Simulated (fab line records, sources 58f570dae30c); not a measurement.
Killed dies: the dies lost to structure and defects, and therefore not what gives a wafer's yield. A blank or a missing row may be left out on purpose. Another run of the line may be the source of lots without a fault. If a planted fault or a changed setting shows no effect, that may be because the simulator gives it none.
Which of the tools did it? | flow berkeley cmos170 | 7 lots, 21 wafers sampled, at 3 steps of a route of 331

== WHAT THE GAUGES SHOWED, per wafer ==
UCB170_M2_CD_MEAS_90: target cd 700 nm.
lot  | measured     | on        | cd nm (nm)
L640 | day 7 15:56  | cd sem-02 | 704 706 704
L641 | day 8 10:01  | cd sem-02 | 699 699 705
L646 | day 9 04:20  | cd sem-02 | 701 702 696
L650 | day 10 04:17 | cd sem-01 | 722 718 721
L653 | day 10 13:40 | cd sem-02 | 715 720 718
L660 | day 12 11:23 | cd sem-01 | 699 695 697
L661 | day 12 11:14 | cd sem-01 | 690 694 697

== WHAT TOOL EACH LOT RAN ON (gives the tool, then ch and the chambers of the sampled wafers, and finally the start) ==
lot  | UCB170_M2_METAL_ETCH_18           | UCB170_M2_STRIP_19
L640 | rie metal-02 ch 0, day 7 15:28    | plasma asher-02 ch 0,1, day 7 15:50
L641 | rie metal-04 ch 0,1, day 8 09:44  | plasma asher-02 ch 0,1, day 8 09:53
L646 | rie metal-02 ch 0,1, day 9 03:57  | plasma asher-03 ch 0,1, day 9 04:08
L650 | rie metal-04 ch 0,1, day 10 04:01 | plasma asher-04 ch 0,1, day 10 04:11
L653 | rie metal-04 ch 0,1, day 10 13:22 | plasma asher-02 ch 0,1, day 10 13:34
L660 | rie metal-02 ch 0,1, day 12 11:05 | plasma asher-02 ch 0,1, day 12 11:17
L661 | rie metal-03 ch 0,1, day 12 10:57 | plasma asher-03 ch 1, day 12 11:08
- UCB170_M2_METAL_ETCH_18: etches Al in Cl2/BCl3, stops on SiO2, target depth 1170 nm, time 195 s.
- UCB170_M2_STRIP_19: strips in O2.

== THE ANSWER, worked out from the rows above alone ==
Rule: what is usual is taken from the lots themselves. Put in order of their means at a reading, lots are off if they are a third of the lots or fewer, leave a main group of 4 or more, and stand apart from it by a gap of 3 or more times the standard deviation of the main group's means; of several such gaps the widest counts. The tables above print the reading to a certain number of digits; a main group whose means all agree to those digits is not used. Also off: a lot with no number at a reading for which 4 or more lots have one. The other lots that the step has rows for count as sound.
Off: L650, L653 (UCB170_M2_CD_MEAS_90, cd nm). The main group has a mean of 699 nm with a standard deviation of 3.7.
A tool fits if, at a process step before that reading, it ran every lot that is off, and no sound lot after the first of them. Gauges at UCB170_M2_CD_MEAS_90: tried the same way as those tools. One candidate fits, namely rie metal-04 at UCB170_M2_METAL_ETCH_18. A fault onset in the window from L641 (day 8 09:44, its last sound lot) to L650 (day 10 04:01, its first lot off) fits.

== WHAT THE SIMULATOR HAD INSERTED ==
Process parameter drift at UCB170_M2_METAL_ETCH_18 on rie metal-04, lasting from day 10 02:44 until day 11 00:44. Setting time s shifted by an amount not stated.
Shown lots that were struck: L650, L653. The rule given above showed the same thing.
